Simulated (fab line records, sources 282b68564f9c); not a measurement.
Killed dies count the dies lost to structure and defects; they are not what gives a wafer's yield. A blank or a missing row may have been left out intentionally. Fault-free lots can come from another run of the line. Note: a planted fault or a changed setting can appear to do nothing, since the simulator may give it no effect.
What tool caused it? + flow rit_cmos + 15 lots, 45 wafers sampled, at 5 steps of a route of 202

## WHAT EACH GAUGE READ, for each wafer
RIT_NRETRO_TW_MEAS_10. Usual: NRETRO_TW 1060, standard deviation 6.4.
| lot  | measured    | on            | NRETRO_TW      | flag |
|------|-------------|---------------|----------------|------|
| L698 | day 2 07:06 | film_metro-04 | 1052 1049 1055 |      |
| L700 | day 2 20:33 | film_metro-04 | 1054 1059 1059 |      |
| L701 | day 2 23:43 | film_metro-04 | 1052 1054 1053 |      |
| L703 | day 3 10:18 | film_metro-02 | 1067 1064 1063 |      |
| L704 | day 3 18:14 | film_metro-04 | 1071 1066 1061 |      |
| L705 | day 3 22:47 | film_metro-02 | 1056 1065 1056 |      |
| L706 | day 3 23:19 | film_metro-02 | 1059 1054 1054 |      |
| L709 | day 4 16:16 | film_metro-04 | 1064 1060 1059 |      |
| L710 | day 4 19:19 | film_metro-01 | 1060 1054 1055 |      |
| L712 | day 5 07:15 | film_metro-04 | 1005 1006 1003 | OFF  |
| L713 | day 5 12:01 | film_metro-02 | 1076 1076 1065 |      |
| L715 | day 5 19:35 | film_metro-02 | 1021 1024 1020 | OFF  |
| L716 | day 6 01:08 | film_metro-02 | 1009 1007 1006 | OFF  |
| L717 | day 6 07:27 | film_metro-04 | 1057 1064 1055 |      |
| L718 | day 6 12:20 | film_metro-01 | 1062 1063 1065 |      |

RIT_M1_CD_MEAS_90 targets a cd of 2600 nm. Usual: cd_nm reads 2601 nm (standard deviation 3.1).
| lot  | measured    | on        | cd_nm (nm)     | flag |
|------|-------------|-----------|----------------|------|
| L698 | day 3 09:12 | cd_sem-01 | 2602 2607 2604 |      |
| L700 | day 4 03:18 | cd_sem-01 | 2608 2608 2603 |      |
| L701 | day 4 04:43 | cd_sem-02 | 2600 2602 2601 |      |
| L703 | day 4 14:02 | cd_sem-01 | 2595 2595 2604 |      |
| L704 | day 4 21:53 | cd_sem-02 | 2600 2602 2600 |      |
| L705 | day 5 00:58 | cd_sem-02 | 2606 2606 2603 |      |
| L706 | day 5 01:48 | cd_sem-01 | 2601 2600 2595 |      |
| L709 | day 5 20:04 | cd_sem-02 | 2604 2596 2605 |      |
| L710 | day 6 01:17 | cd_sem-01 | 2598 2599 2601 |      |
| L712 | day 6 10:41 | cd_sem-02 | 2600 2600 2602 |      |
| L713 | day 6 15:34 | cd_sem-01 | 2603 2600 2600 |      |
| L715 | day 6 21:39 | cd_sem-01 | 2606 2600 2602 |      |
| L716 | day 7 07:28 | cd_sem-02 | 2603 2602 2606 |      |
| L717 | day 7 12:15 | cd_sem-01 | 2597 2599 2598 |      |
| L718 | day 7 15:17 | cd_sem-01 | 2601 2605 2603 |      |

## TOOL THAT RAN EACH LOT (tool first, then ch and the chambers of the sampled wafers, then the start)
| lot  | RIT_ACTIVE_STRIP_14                 | RIT_NRETRO_IMPLANT_08          | RIT_SILICIDE_SPUTTER_01     |
|------|-------------------------------------|--------------------------------|-----------------------------|
| L698 | plasma_asher-02 ch 0,1, day 1 15:52 | implanter-03 ch 0, day 2 06:49 | pvd_sputter-01, day 3 04:08 |
| L700 | plasma_asher-02 ch 0,1, day 2 00:54 | implanter-03 ch 0, day 2 20:16 | pvd_sputter-01, day 3 22:05 |
| L701 | plasma_asher-02 ch 0,1, day 2 06:39 | implanter-03 ch 0, day 2 23:26 | pvd_sputter-02, day 3 22:53 |
| L703 | plasma_asher-02 ch 1, day 2 15:58   | implanter-03 ch 0, day 3 09:59 | pvd_sputter-04, day 4 08:50 |
| L704 | plasma_asher-03 ch 0,1, day 2 23:38 | implanter-01 ch 0, day 3 17:54 | pvd_sputter-01, day 4 16:35 |
| L705 | plasma_asher-02 ch 0,1, day 3 03:57 | implanter-03 ch 0, day 3 22:28 | pvd_sputter-04, day 4 19:55 |
| L706 | plasma_asher-02 ch 0,1, day 3 08:49 | implanter-03 ch 0, day 3 23:01 | pvd_sputter-01, day 4 20:24 |
| L709 | plasma_asher-03 ch 0,1, day 3 22:27 | implanter-01 ch 0, day 4 15:59 | pvd_sputter-01, day 5 14:50 |
| L710 | plasma_asher-03 ch 0,1, day 4 04:41 | implanter-03 ch 0, day 4 19:00 | pvd_sputter-02, day 5 20:08 |
| L712 | plasma_asher-04 ch 0,1, day 4 14:33 | implanter-01 ch 0, day 5 06:55 | pvd_sputter-02, day 6 05:31 |
| L713 | plasma_asher-03 ch 0,1, day 4 18:24 | implanter-04 ch 0, day 5 11:44 | pvd_sputter-01, day 6 10:15 |
| L715 | plasma_asher-03 ch 0,1, day 5 04:58 | implanter-01 ch 0, day 5 19:17 | pvd_sputter-04, day 6 16:29 |
| L716 | plasma_asher-03 ch 0,1, day 5 09:42 | implanter-01 ch 0, day 6 00:49 | pvd_sputter-01, day 7 01:55 |
| L717 | plasma_asher-04 ch 0,1, day 5 13:53 | implanter-04 ch 0, day 6 07:07 | pvd_sputter-02, day 7 06:55 |
| L718 | plasma_asher-04 ch 0,1, day 5 20:04 | implanter-03 ch 0, day 6 12:01 | pvd_sputter-01, day 7 09:36 |
- RIT_ACTIVE_STRIP_14: strips in O2, time 180 s.
- RIT_NRETRO_IMPLANT_08
- RIT_SILICIDE_SPUTTER_01: material Ti, target thk 30 nm, time 240 s.

## WHAT THE TOOLS THEMSELVES READ (means of the sampled wafers that have a number; where no wafer has one, the mark that the record gives instead)
RIT_ACTIVE_STRIP_14. Usual: drypump_motor_current_A reads 5.80 A (standard deviation 0.27).
| lot  | tool            | drypump_motor_current_A (A) | flag |
|------|-----------------|-----------------------------|------|
| L698 | plasma_asher-02 | 5.65                        |      |
| L700 | plasma_asher-02 | 5.52                        |      |
| L701 | plasma_asher-02 | 5.66                        |      |
| L703 | plasma_asher-02 | 5.35                        |      |
| L704 | plasma_asher-03 | 5.97                        |      |
| L705 | plasma_asher-02 | 5.65                        |      |
| L706 | plasma_asher-02 | 5.65                        |      |
| L709 | plasma_asher-03 | 5.97                        |      |
| L710 | plasma_asher-03 | 5.95                        |      |
| L712 | plasma_asher-04 | 5.84                        |      |
| L713 | plasma_asher-03 | 6.08                        |      |
| L715 | plasma_asher-03 | 6.00                        |      |
| L716 | plasma_asher-03 | 5.96                        |      |
| L717 | plasma_asher-04 | 5.83                        |      |
| L718 | plasma_asher-04 | 5.71                        |      |

RIT_NRETRO_IMPLANT_08. Usual: faraday_current_uA 31.8, standard deviation 0.64; tilt_deg 6.999 degrees, standard deviation 0.019.
| lot  | tool         | faraday_current_uA | tilt_deg (degrees) | flag |
|------|--------------|--------------------|--------------------|------|
| L698 | implanter-03 | 31.8               | 7.009              |      |
| L700 | implanter-03 | 32.0               | 7.030              |      |
| L701 | implanter-03 | 32.2               | 6.999              |      |
| L703 | implanter-03 | 31.7               | 6.999              |      |
| L704 | implanter-01 | 31.4               | 6.981              |      |
| L705 | implanter-03 | 31.6               | 7.014              |      |
| L706 | implanter-03 | 31.8               | 6.984              |      |
| L709 | implanter-01 | 31.4               | 7.018              |      |
| L710 | implanter-03 | 31.7               | 7.001              |      |
| L712 | implanter-01 | 31.5               | 6.993              |      |
| L713 | implanter-04 | 32.1               | 6.969              |      |
| L715 | implanter-01 | 31.6               | 6.988              |      |
| L716 | implanter-01 | 31.4               | 7.017              |      |
| L717 | implanter-04 | 32.4               | 7.002              |      |
| L718 | implanter-03 | 32.0               | 6.980              |      |

RIT_SILICIDE_SPUTTER_01. Usual: throttle_valve_pct reads 30.7 % (standard deviation 1.4).
| lot  | tool           | throttle_valve_pct (%) | flag |
|------|----------------|------------------------|------|
| L698 | pvd_sputter-01 | 31.0                   |      |
| L700 | pvd_sputter-01 | 31.3                   |      |
| L701 | pvd_sputter-02 | 31.5                   |      |
| L703 | pvd_sputter-04 | 31.0                   |      |
| L704 | pvd_sputter-01 | 30.7                   |      |
| L705 | pvd_sputter-04 | 30.3                   |      |
| L706 | pvd_sputter-01 | 30.8                   |      |
| L709 | pvd_sputter-01 | 29.9                   |      |
| L710 | pvd_sputter-02 | 32.1                   |      |
| L712 | pvd_sputter-02 | 31.1                   |      |
| L713 | pvd_sputter-01 | 29.9                   |      |
| L715 | pvd_sputter-04 | 30.9                   |      |
| L716 | pvd_sputter-01 | 29.1                   |      |
| L717 | pvd_sputter-02 | 31.1                   |      |
| L718 | pvd_sputter-01 | 30.3                   |      |

## THE ANSWER, worked out from the rows above alone
Rule: a lot is off if the mean of its wafers that have a number lies more than 3 standard deviations from the usual mean. Also off: a lot with no number at a reading for which 4 or more lots have one. Where the step has rows for the other lots, those lots are counted as sound. First the gauges in route order, then the tools' own readings, where a lot's mean is used as printed above. At the first step where some lot is off, the reading lying furthest off is the one used; lots without a number count as furthest.
Off: L712, L715, L716, seen at RIT_NRETRO_TW_MEAS_10 (NRETRO_TW).
A tool fits if, at a process step before that reading, it ran every lot that is off, and no sound lot after the first of them. Those tools and the gauges at RIT_NRETRO_TW_MEAS_10 are tried in the same way. One candidate fits, namely implanter-01 at RIT_NRETRO_IMPLANT_08. A fault onset in the window from L709 (day 4 15:59, its last sound lot) to L712 (day 5 06:55, its first lot off) fits.

## WHAT HAD BEEN PUT IN BY THE SIMULATOR
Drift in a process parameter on implanter-01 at RIT_NRETRO_IMPLANT_08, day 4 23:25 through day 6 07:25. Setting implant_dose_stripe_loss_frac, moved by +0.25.
Lots struck among those shown: L712, L715, L716. Same finding as the rule above.
